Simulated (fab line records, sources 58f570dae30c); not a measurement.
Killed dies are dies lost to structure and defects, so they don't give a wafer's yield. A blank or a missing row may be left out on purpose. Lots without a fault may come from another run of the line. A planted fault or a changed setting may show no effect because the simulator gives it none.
Which tool did it? | flow berkeley_cmos170 | 14 lots, 42 wafers sampled, at 3 steps of a route of 331

WHAT THE GAUGES READ, wafer by wafer
UCB170_M1_RS_MEAS_01: measures by four-point-probe. Usual: M1_AL_RS 0.0486 ohm/sq, standard deviation 0.00058.
lot  | measured     | on            | M1_AL_RS (ohm/sq)    | flag
L529 | day 7 09:58  | film_metro-01 | 0.0488 0.0492 0.0484 |
L532 | day 7 19:17  | film_metro-02 | 0.0487 0.0482 0.0490 |
L533 | day 7 19:17  | film_metro-01 | 0.0477 0.0483 0.0486 |
L535 | day 8 05:43  | film_metro-04 | 0.0477 0.0474 0.0478 |
L536 | day 8 19:46  | film_metro-02 | 0.0484 0.0481 0.0485 |
L538 | day 9 02:35  | film_metro-01 | 0.0481 0.0480 0.0479 |
L540 | day 9 03:08  | film_metro-02 | 0.0487 0.0490 0.0490 |
L542 | day 10 02:38 | film_metro-01 | 0.0492 0.0491 0.0493 |
L544 | day 10 08:58 | film_metro-01 | 0.0497 0.0494 0.0496 |
L545 | day 10 09:49 | film_metro-02 | 0.0478 0.0484 0.0479 |
L548 | day 10 17:17 | film_metro-04 | 0.0479 0.0485 0.0479 |
L547 | day 10 17:31 | film_metro-01 | 0.0568 0.0582 0.0572 | OFF
L551 | day 11 15:26 | film_metro-04 | 0.0473 0.0482 0.0479 |
L550 | day 11 17:09 | film_metro-04 | 0.0578 0.0573 0.0575 | OFF

UCB170_M1_THK_MEAS_02: measures by xrf. Usual: M1_AL_THK 605 nm, standard deviation 8.2.
lot  | measured     | on            | M1_AL_THK (nm) | flag
L529 | day 7 10:05  | film_metro-01 | 596 594 606    |
L532 | day 7 19:24  | film_metro-02 | 606 615 600    |
L533 | day 7 19:23  | film_metro-01 | 613 607 601    |
L535 | day 8 05:50  | film_metro-04 | 616 621 616    |
L536 | day 8 19:52  | film_metro-02 | 609 614 610    |
L538 | day 9 02:41  | film_metro-01 | 607 609 609    |
L540 | day 9 03:16  | film_metro-02 | 606 604 604    |
L542 | day 10 02:46 | film_metro-01 | 595 594 595    |
L544 | day 10 09:05 | film_metro-01 | 587 593 591    |
L545 | day 10 09:55 | film_metro-02 | 619 608 618    |
L548 | day 10 17:23 | film_metro-04 | 617 610 613    |
L547 | day 10 17:38 | film_metro-01 | 530 521 524    | OFF
L551 | day 11 15:33 | film_metro-04 | 618 607 616    |
L550 | day 11 17:15 | film_metro-04 | 526 531 527    | OFF

WHICH TOOL RAN EACH LOT (tool, then ch and the chambers of the sampled wafers, then the start)
lot  | UCB170_M1_SPUTTER_00
L529 | pvd_sputter-04, day 7 09:55
L532 | pvd_sputter-04, day 7 19:12
L533 | pvd_sputter-01, day 7 19:12
L535 | pvd_sputter-04, day 8 05:38
L536 | pvd_sputter-03, day 8 19:40
L538 | pvd_sputter-03, day 9 02:30
L540 | pvd_sputter-04, day 9 03:05
L542 | pvd_sputter-03, day 10 02:34
L544 | pvd_sputter-03, day 10 08:55
L545 | pvd_sputter-01, day 10 09:44
L548 | pvd_sputter-01, day 10 17:10
L547 | pvd_sputter-03, day 10 17:27
L551 | pvd_sputter-01, day 11 15:22
L550 | pvd_sputter-03, day 11 17:03
- UCB170_M1_SPUTTER_00: material Al, target thk 600 nm, time 80 s.

WHAT THE TOOLS THEMSELVES READ (means of the sampled wafers that have a number; where no wafer has one, the mark that the record gives instead)
UCB170_M1_SPUTTER_00. Usual: throttle_valve_pct 30.1 %, standard deviation 0.94.
lot  | tool           | throttle_valve_pct (%) | flag
L529 | pvd_sputter-04 | 30.6                   |
L532 | pvd_sputter-04 | 30.3                   |
L533 | pvd_sputter-01 | 29.5                   |
L535 | pvd_sputter-04 | 30.6                   |
L536 | pvd_sputter-03 | 29.9                   |
L538 | pvd_sputter-03 | 30.3                   |
L540 | pvd_sputter-04 | 31.5                   |
L542 | pvd_sputter-03 | 30.2                   |
L544 | pvd_sputter-03 | 30.4                   |
L545 | pvd_sputter-01 | 29.4                   |
L548 | pvd_sputter-01 | 29.1                   |
L547 | pvd_sputter-03 | 29.6                   |
L551 | pvd_sputter-01 | 29.4                   |
L550 | pvd_sputter-03 | 29.6                   |

THE ANSWER, worked out from the rows above alone
Rule: a lot is off if the mean of its wafers that have a number lies more than 3 standard deviations from the usual mean. A lot without any number at a reading at which 4 lots or more have one is off too. The other lots that the step has rows for count as sound. The gauges are gone through in route order, then the tools' own readings, and for those a lot's mean is taken as printed above. The first step at which some lot is off is used, and at that step the reading that is off furthest; a lot without a number counts as furthest.
Off: L547, L550, at UCB170_M1_RS_MEAS_01 (M1_AL_RS).
A tool fits if, at a process step before that reading, it ran every lot that is off, and no sound lot after the first of them. The gauges at UCB170_M1_RS_MEAS_01 are tried like those tools. One fits: pvd_sputter-03 at UCB170_M1_SPUTTER_00. Its last sound lot is L544 (day 10 08:55), its first lot that is off L547 (day 10 17:27): a fault that began between those two fits.

WHAT THE SIMULATOR HAD PUT IN
Site profile drift: pvd_sputter-03, from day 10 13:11 on, at UCB170_M1_SPUTTER_00. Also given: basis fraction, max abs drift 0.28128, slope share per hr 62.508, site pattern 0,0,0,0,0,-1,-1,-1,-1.
Lots struck among those shown: L547, L550. The rule above found the same.
